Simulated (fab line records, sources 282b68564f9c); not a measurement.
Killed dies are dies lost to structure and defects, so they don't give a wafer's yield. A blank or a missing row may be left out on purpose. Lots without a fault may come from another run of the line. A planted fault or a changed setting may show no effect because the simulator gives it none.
fab line records | flow rit_cmos
record lots=14 wafers=42 last_day=7
route steps=202 shown ACTIVE@4
lots that met no fault: from a run of the same line without faults
start_h: hours from the record's first day to the start of the lot's first wafer shown | wait_h: hours since the lot's step before | " the same as in the row above | L1.1+2: a row that stands for several wafers | - no value, or no start given | * or withheld: withheld | < > ~ a bound
route shown NAME@n: a module of which the file shows steps, and the number in the route of the first | usual: mean/standard deviation of fault-free wafers | same: alike in all rows | chamber/n: place in a boat | sites: the reading at each site | _std_site: their standard deviation | _edge_site: outer sites' mean less inner sites' | radius_mm: how far each site lies from the wafer's centre | mask NAME#n: copy n | behind: the tool/chamber that last shaped the wafer | hold: why the lot was held/for how many hours/how that ended | device: the transistor (n, p or np) that didn't switch | end of line: the same wafers' tests at the end of the route | a step without rows: its recipe alone | killed: dies lost to structure and defects at the first sort, not the wafer's yield | map: a wafer's dies, x killed, . not, _ none there
set.NAME: the setting as run; set.NAME@STEP: as run at that earlier step | model.NAME: the simulator's own value behind a step, which no gauge read
steps of the route over a sample of lots; a table a step, a row a wafer
services: from which hour (start_h, from the record's first day; less than 0 if before it) a tool's chamber was out of use, for how many hours, and why
## steps
# step RIT_ACTIVE_CVD_03
# recipe material=Si3N4 target_thk_nm=150 temp_c=810 precursor=SiH2Cl2/NH3 time_s=1500 pressure_mtorr=300 sih2cl2_flow_sccm=60 nh3_flow_sccm=150
# usual spike_tc_centre_C=812.9/1.5 spike_tc_load_C=831/5.1
# same time_s=1500
# columns lot.wafer tool chamber start_h wait_h spike_tc_centre_C spike_tc_load_C
L448.1 lpcvd-02 1 17.11 0.1 813.3 834
L448.2 " 1 " " 813.6 833
L448.4 " 1 " " 814.6 835
L449.3 lpcvd-01 1 22.11 0.0 811.9 833
L449.4 " 1 " " 810.7 833
L449.5 " 1 " " 810.2 834
L450.1 lpcvd-01 0 27.11 0.1 813.0 825
L450.3 " 0 " " 814.5 825
L450.4 " 0 " " 813.0 825
L451.1 lpcvd-01 0 33.45 0.2 812.9 824
L451.4 " 0 " " 811.2 826
L451.5 " 0 " " 813.9 826
L452.2 lpcvd-01 1 38.00 0.9 811.0 833
L452.4 " 1 " " 811.5 835
L452.5 " 1 " " 810.6 833
L453.3 lpcvd-02 1 42.11 0.0 815.9 833
L453.4 " 1 " " 814.9 834
L453.5 " 1 " " 814.4 832
L455.1 lpcvd-02 0 52.11 0.1 814.2 840
L455.3 " 0 " " 814.1 840
L455.6 " 0 " " 812.8 839
L457.2 lpcvd-02 0 62.20 0.0 825.0 850
L457.4 " 0 " " 825.1 851
L457.5 " 0 " " 825.2 852
L461.2 lpcvd-02 1 82.11 0.0 826.3 845
L461.3 " 1 " " 824.9 846
L461.5 " 1 " " 827.4 844
L463.1 lpcvd-01 0 93.73 0.1 813.7 824
L463.5 " 0 " " 814.9 825
L463.6 " 0 " " 813.5 827
L467.1 lpcvd-01 0 112.34 0.1 814.5 827
L467.2 " 0 " " 813.7 826
L467.6 " 0 " " 814.5 825
L468.1 lpcvd-01 1 117.11 0.1 810.8 836
L468.2 " 1 " " 810.5 835
L468.5 " 1 " " 810.2 833
L469.2 lpcvd-01 0 122.17 0.0 812.6 825
L469.3 " 0 " " 814.3 828
L469.5 " 0 " " 816.0 826
L470.1 lpcvd-01 0 127.30 0.2 813.4 825
L470.2 " 0 " " 813.9 824
L470.4 " 0 " " 814.2 826
# step RIT_ACTIVE_THK_MEAS_04
# recipe reads=Si3N4_of_ACTIVE_CVD_03
# usual ACTIVE_NITRIDE_THK=150.0/1.4
# columns lot.wafer tool chamber start_h wait_h ACTIVE_NITRIDE_THK[nm]
L448.1 film_metro-04 - 18.53 0.0 149.7
L448.2 " - " " 151.0
L448.4 " - " " 151.0
L449.3 film_metro-04 - 23.55 0.0 148.7
L449.4 " - " " 151.1
L449.5 " - " " 150.8
L450.1 film_metro-02 - 28.53 0.0 149.0
L450.3 " - " " 149.4
L450.4 " - " " 148.9
L451.1 film_metro-01 - 35.57 0.0 151.6
L451.4 " - " " 150.4
L451.5 " - " " 152.3
L452.2 film_metro-04 - 40.13 0.0 149.8
L452.4 " - " " 149.3
L452.5 " - " " 150.2
L453.3 film_metro-04 - 43.55 0.0 149.7
L453.4 " - " " 148.4
L453.5 " - " " 149.0
L455.1 film_metro-02 - 53.53 0.0 151.4
L455.3 " - " " 151.0
L455.6 " - " " 149.2
L457.2 film_metro-04 - 63.62 0.0 185.0
L457.4 " - " " 184.3
L457.5 " - " " 184.8
L461.2 film_metro-02 - 84.25 0.0 188.8
L461.3 " - " " 188.5
L461.5 " - " " 188.0
L463.1 film_metro-01 - 95.15 0.0 149.3
L463.5 " - " " 150.0
L463.6 " - " " 150.0
L467.1 film_metro-02 - 113.76 0.0 147.0
L467.2 " - " " 148.3
L467.6 " - " " 147.7
L468.1 film_metro-01 - 118.53 0.0 150.6
L468.2 " - " " 149.8
L468.5 " - " " 149.1
L469.2 film_metro-02 - 124.31 0.0 149.7
L469.3 " - " " 150.6
L469.5 " - " " 150.3
L470.1 film_metro-02 - 129.43 0.0 149.2
L470.2 " - " " 148.6
L470.4 " - " " 149.6
# step RIT_ACTIVE_ETCH_13
# recipe stop_on=SiO2 chemistry=SF6 target=Si3N4 time_s=210 over_etch_frac=0.4 SF6_flow_sccm=200 pressure_mtorr=260 rf_w=125 target_depth_a=2100
# usual drypump_motor_current_A=5.80/0.25 oes_product_au=0.823/0.016 throttle_valve_pct=7.43/0.11
# same time_s=210
# columns lot.wafer tool chamber start_h wait_h drypump_motor_current_A oes_product_au rf_hours_counter_h throttle_valve_pct
L448.1 rie_diel-03 2 19.71 0.1 5.53 0.831 1 7.61
L448.2 " 0 " " 5.79 0.810 80 7.58
L448.4 " 1 " " 6.27 0.841 91 7.41
L449.3 rie_diel-03 2 24.71 0.1 5.55 0.826 2 7.61
L449.4 " 3 " " 5.65 0.805 130 7.35
L449.5 " 1 " " 6.30 0.835 - 7.44
L450.1 rie_diel-01 2 29.83 0.1 6.16 0.801 136 7.39
L450.3 " 0 " " 5.46 0.835 4 7.24
L450.4 " 1 " " 5.73 0.804 171 7.30
L451.1 rie_diel-02 0 36.75 0.1 5.52 0.822 173 7.55
L451.4 " 0 " " 5.53 0.818 - 7.55
L451.5 " 1 " " 5.76 0.811 - 7.57
L452.2 rie_diel-03 1 41.30 0.1 6.30 0.837 91 7.44
L452.4 " 3 " " 5.63 0.804 131 7.36
L452.5 " 3 " " 5.66 0.800 - 7.35
L453.3 rie_diel-01 0 44.71 0.1 5.48 0.840 5 7.25
L453.4 " 2 " " 6.14 0.803 137 7.40
L453.5 " 3 " " 5.74 0.815 - 7.41
L455.1 rie_diel-03 3 54.71 0.1 5.65 0.805 131 7.36
L455.3 " 2 " " 5.51 0.833 2 7.61
L455.6 " 0 " " 5.77 0.810 - 7.57
L457.2 rie_diel-01 2 64.79 0.1 6.14 0.907 137 7.40
L457.4 " 0 " " 5.47 0.951 5 7.24
L457.5 " 2 " " 6.15 0.907 - 7.39
L461.2 rie_diel-02 1 85.42 0.1 5.78 0.912 9 7.57
L461.3 " 3 " " 5.92 0.936 0 7.48
L461.5 " 0 " " 5.54 0.967 - 7.55
L463.1 rie_diel-01 2 96.33 0.1 6.20 0.811 138 7.38
L463.5 " 1 " " 5.73 0.844 - 7.27
L463.6 " 2 " " 6.20 0.803 - 7.40
L467.1 rie_diel-03 0 115.07 0.1 5.80 0.800 82 7.58
L467.2 " 2 " " 5.51 0.829 3 7.60
L467.6 " 1 " " 6.26 0.824 - 7.43
L468.1 rie_diel-01 2 119.71 0.1 6.13 0.812 138 7.40
L468.2 " 3 " " 5.72 0.826 31 7.42
L468.5 " 0 " " 5.47 0.840 - 7.25
L469.2 rie_diel-02 1 125.75 0.1 5.76 0.809 10 7.58
L469.3 " 2 " " 6.02 0.826 143 7.46
L469.5 " 3 " " 5.89 0.822 - 7.48
L470.1 rie_diel-01 1 130.73 0.1 5.73 0.846 1 7.29
L470.2 " 0 " " 5.45 0.838 6 7.25
L470.4 " 2 " " 6.16 0.804 138 7.40
## services
# columns tool chamber start_h hours kind
rie_diel-02 1 2.44 16.0 repair
rie_diel-03 - 4.91 0.5 repair
rie_diel-01 3 15.27 6.9 repair
rie_diel-03 - 15.31 0.9 repair
lpcvd-02 - 20.37 14.6 pm
rie_diel-02 1 26.28 7.7 repair
lpcvd-02 - 34.97 2.8 pm
rie_diel-02 3 35.95 - clean
rie_diel-02 3 35.95 26.1 scheduled_down
rie_diel-02 3 35.95 26.1 vent_cycle
rie_diel-02 1 44.88 4.7 repair
rie_diel-01 1 45.30 - clean
rie_diel-01 1 45.30 16.1 scheduled_down
rie_diel-01 1 45.30 16.1 vent_cycle
rie_diel-02 0 62.04 - clean
rie_diel-02 0 62.04 20.6 scheduled_down
rie_diel-02 0 62.04 20.6 vent_cycle
rie_diel-02 1 66.11 4.4 repair
rie_diel-02 3 77.78 5.2 repair
rie_diel-03 0 98.53 4.7 repair
rie_diel-02 0 130.28 9.4 repair
## key
first_sign step=RIT_ACTIVE_CVD_03 reading=spike_tc_centre_C direction=up sigmas=8.8 usual=812.9 struck=825.7
effect step=RIT_ACTIVE_CVD_03 reading=spike_tc_load_C direction=up sigmas=3.3 usual=831 struck=848
effect step=RIT_ACTIVE_THK_MEAS_04 reading=ACTIVE_NITRIDE_THK direction=up sigmas=26 usual=150.0 struck=186.6
effect step=RIT_ACTIVE_ETCH_13 reading=oes_product_au direction=up sigmas=6.6 usual=0.823 struck=0.930
met_at RIT_ACTIVE_CVD_03
struck_lots L457,L461
tester_left_out L457,L461
onset_between 52.11 62.20
fault kind=process_parameter_drift tool=lpcvd-02 chamber=- onset_h=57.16 steps=RIT_ACTIVE_CVD_03 channel=temp_c offset=* shape=step end_h=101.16 acts_in=* stated=*
# tester_left_out: of these lots the tester's yield and bins aren't shown, on N5 and GAA mostly nor the transistor test; their killed dies are dies lost to structure and defects alone, not to doping, threshold or leakage, so they don't give the yield
